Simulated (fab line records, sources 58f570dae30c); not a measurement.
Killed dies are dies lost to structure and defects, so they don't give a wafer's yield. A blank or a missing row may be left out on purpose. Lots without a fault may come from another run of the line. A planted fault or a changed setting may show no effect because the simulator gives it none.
fab line records | flow berkeley_cmos170
record lots=13 wafers=39 last_day=11
route steps=331 shown SDANNEAL@205 PSD@206 NSD@207 PLDD@208
lots that met no fault: from a run of the same line without faults
start_h: hours from the record's first day to the start of the lot's first wafer shown | wait_h: hours since the lot's step before | " the same as in the row above | L1.1+2: a row that stands for several wafers | - no value, or no start given | * or withheld: withheld | < > ~ a bound
route shown NAME@n: a module of which the file shows steps, and the number in the route of the first | usual: mean/standard deviation of fault-free wafers | same: alike in all rows | chamber/n: place in a boat | sites: the reading at each site | _std_site: their standard deviation | _edge_site: outer sites' mean less inner sites' | radius_mm: how far each site lies from the wafer's centre | mask NAME#n: copy n | behind: the tool/chamber that last shaped the wafer | hold: why the lot was held/for how many hours/how that ended | device: the transistor (n, p or np) that didn't switch | end of line: the same wafers' tests at the end of the route | a step without rows: its recipe alone | killed: dies lost to structure and defects at the first sort, not the wafer's yield | map: a wafer's dies, x killed, . not, _ none there
set.NAME: the setting as run; set.NAME@STEP: as run at that earlier step | model.NAME: the simulator's own value behind a step, which no gauge read
steps of the route over a sample of lots; a table a step, a row a wafer
## steps
# step UCB170_SDANNEAL_RTA_01
# recipe temp_c=1050 time_s=5 ambient=N2
# usual lamp_power_pct=41.3/0.8 wafer_temp_C_max=1054.4/1.6
# columns lot.wafer tool chamber start_h wait_h lamp_power_pct wafer_temp_C_max
L584.2 rtp_anneal-01 0 138.71 0.1 42.1 1055.8
L584.3 " 0 " " 42.1 1056.7
L584.6 " 0 " " 42.0 1056.5
L583.2 rtp_anneal-02 0 139.42 0.1 40.5 1052.2
L583.3 " 0 " " 40.5 1051.9
L583.6 " 0 " " 40.5 1052.1
L585.3 rtp_anneal-02 0 139.60 0.1 40.4 1052.8
L585.5 " 0 " " 40.5 1052.6
L585.6 " 0 " " 40.4 1053.8
L586.1 rtp_anneal-02 0 151.25 0.1 40.5 1054.4
L586.2 " 0 " " 40.5 1052.6
L586.5 " 0 " " 40.5 1053.0
L587.2 rtp_anneal-01 0 151.44 0.1 42.1 1057.3
L587.4 " 0 " " 42.1 1057.4
L587.6 " 0 " " 42.1 1055.7
L591.3 rtp_anneal-01 0 181.80 0.1 42.1 1056.2
L591.5 " 0 " " 42.1 1054.3
L591.6 " 0 " " 42.1 1055.4
L593.2 rtp_anneal-01 0 183.27 0.1 42.2 1054.7
L593.4 " 0 " " 42.1 1056.1
L593.6 " 0 " " 42.1 1056.1
L597.2 rtp_anneal-02 0 205.47 0.1 40.4 1053.0
L597.3 " 0 " " 40.4 1051.9
L597.5 " 0 " " 40.5 1053.0
L599.2 rtp_anneal-02 0 210.89 0.1 40.4 1053.1
L599.3 " 0 " " 40.4 1054.5
L599.6 " 0 " " 40.4 1053.3
L598.1 rtp_anneal-02 0 211.41 0.1 40.5 1052.1
L598.2 " 0 " " 40.5 1052.9
L598.5 " 0 " " 40.5 1053.7
L601.1 rtp_anneal-02 0 221.84 0.1 40.4 1052.2
L601.3 " 0 " " 40.5 1052.4
L601.6 " 0 " " 40.4 1053.1
L605.2 rtp_anneal-02 0 244.81 0.1 40.4 1053.3
L605.4 " 0 " " 40.5 1053.5
L605.5 " 0 " " 40.5 1054.1
L604.1 rtp_anneal-02 0 245.42 0.1 40.5 1053.0
L604.3 " 0 " " 40.5 1052.6
L604.5 " 0 " " 40.5 1053.6
# step UCB170_SDANNEAL_RS_MEAS_02
# recipe thk_meas_gauge=four-point-probe
# usual PSD_RS=75.57/0.27
# columns lot.wafer tool chamber start_h wait_h PSD_RS[ohm/sq]
L584.2 film_metro-03 - 138.78 0.1 75.69
L584.3 " - " " 75.84
L584.6 " - " " 75.55
L583.2 film_metro-04 - 139.49 0.1 75.27
L583.3 " - " " 75.43
L583.6 " - " " 75.09
L585.3 film_metro-03 - 139.68 0.1 76.28
L585.5 " - " " 76.11
L585.6 " - " " 76.17
L586.1 film_metro-04 - 151.31 0.0 75.62
L586.2 " - " " 76.06
L586.5 " - " " 75.80
L587.2 film_metro-03 - 151.51 0.1 75.46
L587.4 " - " " 75.23
L587.6 " - " " 75.82
L591.3 film_metro-02 - 181.88 0.1 104.97
L591.5 " - " " 104.91
L591.6 " - " " 104.95
L593.2 film_metro-03 - 183.34 0.1 104.26
L593.4 " - " " 104.81
L593.6 " - " " 104.65
L597.2 film_metro-03 - 205.53 0.1 76.30
L597.3 " - " " 75.83
L597.5 " - " " 75.86
L599.2 film_metro-04 - 210.96 0.1 75.35
L599.3 " - " " 75.61
L599.6 " - " " 75.26
L598.1 film_metro-04 - 211.47 0.0 75.68
L598.2 " - " " 76.01
L598.5 " - " " 76.01
L601.1 film_metro-02 - 221.90 0.0 75.54
L601.3 " - " " 75.35
L601.6 " - " " 75.56
L605.2 film_metro-03 - 244.88 0.1 75.84
L605.4 " - " " 75.62
L605.5 " - " " 75.61
L604.1 film_metro-03 - 245.48 0.0 75.24
L604.3 " - " " 75.51
L604.5 " - " " 75.50
# step UCB170_SDANNEAL_RS_MEAS_03
# recipe thk_meas_gauge=four-point-probe
# usual NSD_RS=37.29/0.083
# columns lot.wafer tool chamber start_h wait_h NSD_RS[ohm/sq]
L584.2 film_metro-03 - 138.90 0.1 37.27
L584.3 " - " " 37.29
L584.6 " - " " 37.36
L583.2 film_metro-04 - 139.61 0.1 37.24
L583.3 " - " " 37.40
L583.6 " - " " 37.30
L585.3 film_metro-03 - 139.80 0.1 37.19
L585.5 " - " " 37.22
L585.6 " - " " 37.19
L586.1 film_metro-04 - 151.43 0.1 37.30
L586.2 " - " " 37.23
L586.5 " - " " 37.33
L587.2 film_metro-03 - 151.63 0.1 37.38
L587.4 " - " " 37.51
L587.6 " - " " 37.37
L591.3 film_metro-02 - 182.00 0.1 40.63
L591.5 " - " " 40.64
L591.6 " - " " 40.64
L593.2 film_metro-03 - 183.46 0.1 40.69
L593.4 " - " " 40.60
L593.6 " - " " 40.58
L597.2 film_metro-03 - 205.65 0.1 37.29
L597.3 " - " " 37.36
L597.5 " - " " 37.23
L599.2 film_metro-04 - 211.08 0.1 37.36
L599.3 " - " " 37.42
L599.6 " - " " 37.36
L598.1 film_metro-04 - 211.59 0.1 37.26
L598.2 " - " " 37.27
L598.5 " - " " 37.16
L601.1 film_metro-02 - 222.02 0.1 37.20
L601.3 " - " " 37.17
L601.6 " - " " 37.13
L605.2 film_metro-03 - 245.00 0.1 37.11
L605.4 " - " " 37.20
L605.5 " - " " 37.20
L604.1 film_metro-03 - 245.60 0.1 37.37
L604.3 " - " " 37.40
L604.5 " - " " 37.19
# step UCB170_SDANNEAL_RS_MEAS_04
# recipe thk_meas_gauge=four-point-probe
# usual PLDD_RS=1032.0/2.4
# columns lot.wafer tool chamber start_h wait_h PLDD_RS[ohm/sq]
L584.2 film_metro-03 - 139.02 0.1 1032.5
L584.3 " - " " 1031.7
L584.6 " - " " 1033.1
L583.2 film_metro-04 - 139.73 0.1 1033.9
L583.3 " - " " 1031.6
L583.6 " - " " 1031.5
L585.3 film_metro-03 - 139.92 0.1 1031.4
L585.5 " - " " 1031.0
L585.6 " - " " 1032.8
L586.1 film_metro-04 - 151.55 0.1 1031.5
L586.2 " - " " 1029.7
L586.5 " - " " 1029.4
L587.2 film_metro-03 - 151.75 0.1 1036.6
L587.4 " - " " 1036.1
L587.6 " - " " 1036.5
L591.3 film_metro-02 - 182.12 0.1 1047.3
L591.5 " - " " 1046.9
L591.6 " - " " 1047.0
L593.2 film_metro-03 - 183.58 0.1 1050.4
L593.4 " - " " 1054.7
L593.6 " - " " 1049.7
L597.2 film_metro-03 - 205.77 0.1 1038.4
L597.3 " - " " 1034.1
L597.5 " - " " 1032.6
L599.2 film_metro-04 - 211.20 0.1 1028.7
L599.3 " - " " 1030.9
L599.6 " - " " 1029.5
L598.1 film_metro-04 - 211.71 0.1 1030.8
L598.2 " - " " 1031.7
L598.5 " - " " 1030.8
L601.1 film_metro-02 - 222.14 0.1 1028.6
L601.3 " - " " 1030.9
L601.6 " - " " 1030.2
L605.2 film_metro-03 - 245.12 0.1 1030.2
L605.4 " - " " 1031.6
L605.5 " - " " 1032.3
L604.1 film_metro-03 - 245.72 0.1 1034.3
L604.3 " - " " 1033.4
L604.5 " - " " 1033.5
## key
first_sign step=UCB170_SDANNEAL_RS_MEAS_02 reading=PSD_RS direction=up sigmas=99+ usual=75.57 struck=104.76
effect step=UCB170_SDANNEAL_RS_MEAS_03 reading=NSD_RS direction=up sigmas=40 usual=37.29 struck=40.63
effect step=UCB170_SDANNEAL_RS_MEAS_04 reading=PLDD_RS direction=up sigmas=7.2 usual=1032.0 struck=1049.3
met_at UCB170_SDANNEAL_RTA_01
struck_lots L591,L593
tester_left_out L591,L593
onset_between 151.44 181.80
fault kind=process_parameter_drift tool=rtp_anneal-01 chamber=- onset_h=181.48 steps=UCB170_SDANNEAL_RTA_01 channel=time_s offset=* shape=step end_h=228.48 acts_in=* stated=*
# tester_left_out: of these lots the tester's yield and bins aren't shown, on N5 and GAA mostly nor the transistor test; their killed dies are dies lost to structure and defects alone, not to doping, threshold or leakage, so they don't give the yield
